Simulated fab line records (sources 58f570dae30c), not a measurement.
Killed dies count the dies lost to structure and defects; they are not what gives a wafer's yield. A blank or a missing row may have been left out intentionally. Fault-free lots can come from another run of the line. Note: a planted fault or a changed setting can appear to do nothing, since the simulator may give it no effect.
The tool behind it: which one? | flow berkeley-cmos170 | 10 lots, 30 wafers sampled, at 1 step of a route of 331

== WHAT EACH GAUGE READ, for each wafer ==
UCB170_PWELL_THK_MEAS_03.
lot  | measured    | on            | PWELL_OXIDE_THK (nm)
L402 | day 2 18:25 | film-metro-01 | 25.5 25.6 25.7
L403 | day 2 23:17 | film-metro-01 | 25.5 25.8 25.6
L404 | day 3 09:24 | film-metro-01 | 26.3 26.4 26.5
L405 | day 3 18:46 | film-metro-03 | 26.4 25.8 26.0
L406 | day 3 18:46 | film-metro-04 | 26.6 26.3 25.7
L407 | day 3 18:46 | film-metro-01 | 26.2 26.4 26.3
L408 | day 4 09:44 | film-metro-01 | 26.6 26.8 26.7
L409 | day 4 14:40 | film-metro-03 | 26.6 26.4 26.9
L410 | day 4 20:00 | film-metro-04 | 25.7 26.1 25.8
L411 | day 4 20:00 | film-metro-01 | 25.4 25.5 25.5

== WHAT TOOL EACH LOT RAN ON (gives the tool, then ch and the chambers of the sampled wafers, and finally the start) ==
The record shows no process step preceding these readings.

== THE ANSWER, worked out from the rows above alone ==
Rule: the lots themselves supply what counts as usual. Put in order of their means at a reading, lots are off if they are a third of the lots or fewer, leave a main group of 4 or more, and stand apart from it by a gap of 3 or more times the standard deviation of the main group's means; of several such gaps the widest counts. The tables above print the reading to a certain number of digits; a main group whose means all agree to those digits is not used. Also off: a lot with no number at a reading for which 4 or more lots have one. All remaining lots with rows at the step are treated as sound.
Nothing can be told from this: no lot is off at any reading shown.

== WHAT WAS PUT IN BY THE SIMULATOR ==
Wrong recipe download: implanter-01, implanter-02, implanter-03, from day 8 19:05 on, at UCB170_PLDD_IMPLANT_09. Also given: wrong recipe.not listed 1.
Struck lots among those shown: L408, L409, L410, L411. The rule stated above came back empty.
